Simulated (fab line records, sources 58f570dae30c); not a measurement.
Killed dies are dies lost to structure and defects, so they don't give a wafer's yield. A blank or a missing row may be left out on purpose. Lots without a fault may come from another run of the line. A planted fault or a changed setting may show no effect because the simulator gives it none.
Split-lot experiment | flow berkeley_cmos170 | 5 lots, 23 wafers read, on a route of 331 steps

THE SPLIT
At UCB170_CONTACT_CVD_01 (deposits PSG from SiH4/O2/PH3, target thk 700 nm, time 2820 s), the setting time_s was moved away from the recipe's 2820 s on 10 of the 23 wafers read, by -10.5% to -5.7%. The other wafers ran this setting at the recipe's value.

The file shows no step between the split and the reading.

THE READING
CONTACT_PSG_THK, in nm, at UCB170_CONTACT_THK_MEAS_02. Fault-free wafers of this fab line usually give 702 nm, standard deviation 5.5 nm.

wafer  | tool, chamber at the split | time_s as run, s | against the recipe | CONTACT_PSG_THK, nm | against lot-mates on the recipe
L076.1 | -, -                       | 2523             | -10.5%             | 636                 | no lot-mate on the recipe
L076.2 | -, -                       | 2523             | -10.5%             | 629                 | no lot-mate on the recipe
L076.3 | -, -                       | 2523             | -10.5%             | 629                 | no lot-mate on the recipe
L076.4 | -, -                       | 2523             | -10.5%             | 636                 | no lot-mate on the recipe
L076.5 | -, -                       | 2523             | -10.5%             | 629                 | no lot-mate on the recipe
L077.1 | -, -                       | 2820             | recipe             | 699                 | -
L077.2 | -, -                       | 2820             | recipe             | 692                 | -
L077.3 | -, -                       | 2820             | recipe             | 695                 | -
L077.4 | -, -                       | 2820             | recipe             | 698                 | -
L077.5 | -, -                       | 2820             | recipe             | 694                 | -
L081.2 | lpcvd-01, 1                | 2820             | recipe             | 708                 | -
L081.4 | lpcvd-01, 1                | 2820             | recipe             | 709                 | -
L081.6 | lpcvd-01, 1                | 2820             | recipe             | 706                 | -
L084.1 | -, -                       | 2820             | recipe             | 703                 | -
L084.2 | -, -                       | 2820             | recipe             | 706                 | -
L084.4 | -, -                       | 2820             | recipe             | 703                 | -
L084.5 | -, -                       | 2820             | recipe             | 700                 | -
L084.6 | -, -                       | 2820             | recipe             | 699                 | -
L085.2 | -, -                       | 2660             | -5.7%              | 671                 | no lot-mate on the recipe
L085.3 | -, -                       | 2660             | -5.7%              | 665                 | no lot-mate on the recipe
L085.4 | -, -                       | 2660             | -5.7%              | 667                 | no lot-mate on the recipe
L085.5 | -, -                       | 2660             | -5.7%              | 665                 | no lot-mate on the recipe
L085.6 | -, -                       | 2660             | -5.7%              | 666                 | no lot-mate on the recipe

THE FIT
A straight line over all 23 wafers: CONTACT_PSG_THK changes by +6.49 nm for each +1% of time_s; r = +0.99; the points scatter about the line by 4.8 nm.
Too few moved wafers have a lot-mate on the recipe to fit a line with each lot's own level taken away.

THE WHOLE CHAIN: every reading that the file lists as answering this split, in the file's order
step                       | what it does                                                               | reading                                                                       | change (the file's fit)              | r (the file's)
UCB170_CONTACT_CVD_01      | deposits PSG from SiH4/O2/PH3, target thk 700 nm, time 2820 s              | PSG_of_CONTACT_CVD_01.thk_nm (the simulator's own value, which no gauge read) | +6.45 nm for each +1% of the setting | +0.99
UCB170_CONTACT_THK_MEAS_02 |                                                                            | CONTACT_PSG_THK                                                               | +6.48 for each +1% of the setting    | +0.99
UCB170_CONTACT_ETCH_18     | etches PSG in CHF3/CF4/Ar, stops on TiSi2, target depth 840 nm, time 195 s | etch.depth_nm (the simulator's own value, which no gauge read)                | +6.45 nm for each +1% of the setting | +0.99
UCB170_CONTACT_ETCH_18     | etches PSG in CHF3/CF4/Ar, stops on TiSi2, target depth 840 nm, time 195 s | CONTACT.feature_depth_nm (the simulator's own value, which no gauge read)     | +6.45 nm for each +1% of the setting | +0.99
UCB170_M1_METAL_ETCH_12    | etches Al in Cl2/BCl3, stops on PSG, target depth 780 nm, time 130 s       | PSG_of_CONTACT_CVD_01.thk_nm (the simulator's own value, which no gauge read) | +6.34 nm for each +1% of the setting | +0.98

THE FILE'S OWN FIT
CONTACT_PSG_THK changes by +6.48 nm for each +1% of time_s, r = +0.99.
